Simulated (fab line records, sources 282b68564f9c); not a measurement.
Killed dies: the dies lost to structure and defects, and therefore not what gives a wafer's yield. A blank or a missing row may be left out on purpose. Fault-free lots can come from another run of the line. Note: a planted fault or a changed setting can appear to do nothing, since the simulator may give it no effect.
Problem report in the 8D (eight disciplines) form, filled by code | flow rit_cmos | the parts of the form that need people (team, actions taken, sign-off) are left out

== 1. PROBLEM STATEMENT ==
SILICIDE_TI_RS at RIT_SILICIDE_RS_MEAS_02 reads a mean of 62.0 ohm/sq on 6 wafers of 2 lots; wafers without a fault read 47.6 ohm/sq with a standard deviation of 0.63. That is +23 standard deviations from the usual mean.
The step: measures by four-point-probe.
First observed at day 8 04:02: wafer L735.2, on film_metro-02. At this step, 42 wafers from 14 lots have a number in the record. By rule, "out" or "out of limits" means more than 4 standard deviations away from the usual mean. The other wafers with a number count as sound.

== 2. WHAT IT IS; WHAT IT IS NOT ==
question                    | is                           | is not
which readings at this step | SILICIDE_TI_RS               | -
which lots                  | L735, L736                   | L715, L716, L717, L719, L720, L721, L722, L723, L724, L726, L727, L737
which wafers of those lots  | all that have a number       | -
read on which gauges        | film_metro-02, film_metro-03 | film_metro-04
when                        | from day 8 04:02             | up to then (33 sound wafers); but 3 sound wafers of L737 came after

== 3. SUSPECTS, AND WHAT RULES EACH OUT ==
Counting: any tool at a process step up to the reading is kept as a suspect provided that every lot that is out went through it and no sound lot did after the first of them.
- the gauge at RIT_SILICIDE_RS_MEAS_02 is ruled out. Those wafers that are out were read across 2 gauges (film_metro-02, film_metro-03).
- pvd_sputter-03 at RIT_SILICIDE_SPUTTER_01 (material Ti, target thk 30 nm, time 240 s): kept. It processed each lot that is out, first L735 at day 8 03:52, and no sound lot thereafter; up to then, the last sound lot it processed was L727 at day 5 18:24. Its own cathode_dc_power_W readings are out on those wafers.
The count leaves pvd_sputter-03 at RIT_SILICIDE_SPUTTER_01.

== 4. THE CAUSE (what the simulator had put in) ==
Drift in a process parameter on pvd_sputter-03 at RIT_SILICIDE_SPUTTER_01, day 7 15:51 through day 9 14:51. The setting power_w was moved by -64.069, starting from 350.
After counting, this tool was the only one left.

== 5. THE CHAIN OF EFFECTS, in route order ==
Rows list readings where the struck wafers' mean (over those with a number) sits beyond 3 standard deviations from the usual. Only readings for which the record gives a usual standard deviation are gone through. hours: the time from each lot's start at the first step in this table that gives one to its start at this step, as a median over the lots. sigmas: the change in usual standard deviations.
hours | step                     | reading            | usual       | on struck wafers | change | sigmas
0     | RIT_SILICIDE_SPUTTER_01  | cathode_dc_power_W | 350.00 W    | 285.93           | -64.07 | -99 or more
0     | RIT_SILICIDE_RS_MEAS_02  | SILICIDE_TI_RS     | 47.6 ohm/sq | 62.0             | +14.4  | +23
0     | RIT_SILICIDE_THK_MEAS_03 | SILICIDE_TI_THK    | 30.0 nm     | 24.2             | -5.8   | -18
Its process steps:
- RIT_SILICIDE_SPUTTER_01: material Ti, target thk 30 nm, time 240 s.

== 6. HOW IT WOULD HAVE BEEN CAUGHT EARLIER ==
In this record the first reading out of limits at a measuring or inspecting step was taken at day 8 04:02, 12 hours after the fault began at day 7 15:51.
At RIT_SILICIDE_SPUTTER_01, the tool's own readings (cathode_dc_power_W) were out on each struck wafer the step has a row for, so an alarm limit on them would have fired on the first such wafer.
Lots out: 2; of these, L736 started RIT_SILICIDE_SPUTTER_01 on pvd_sputter-03 after day 8 04:02. Had the tool been put on hold then, it would have been spared.
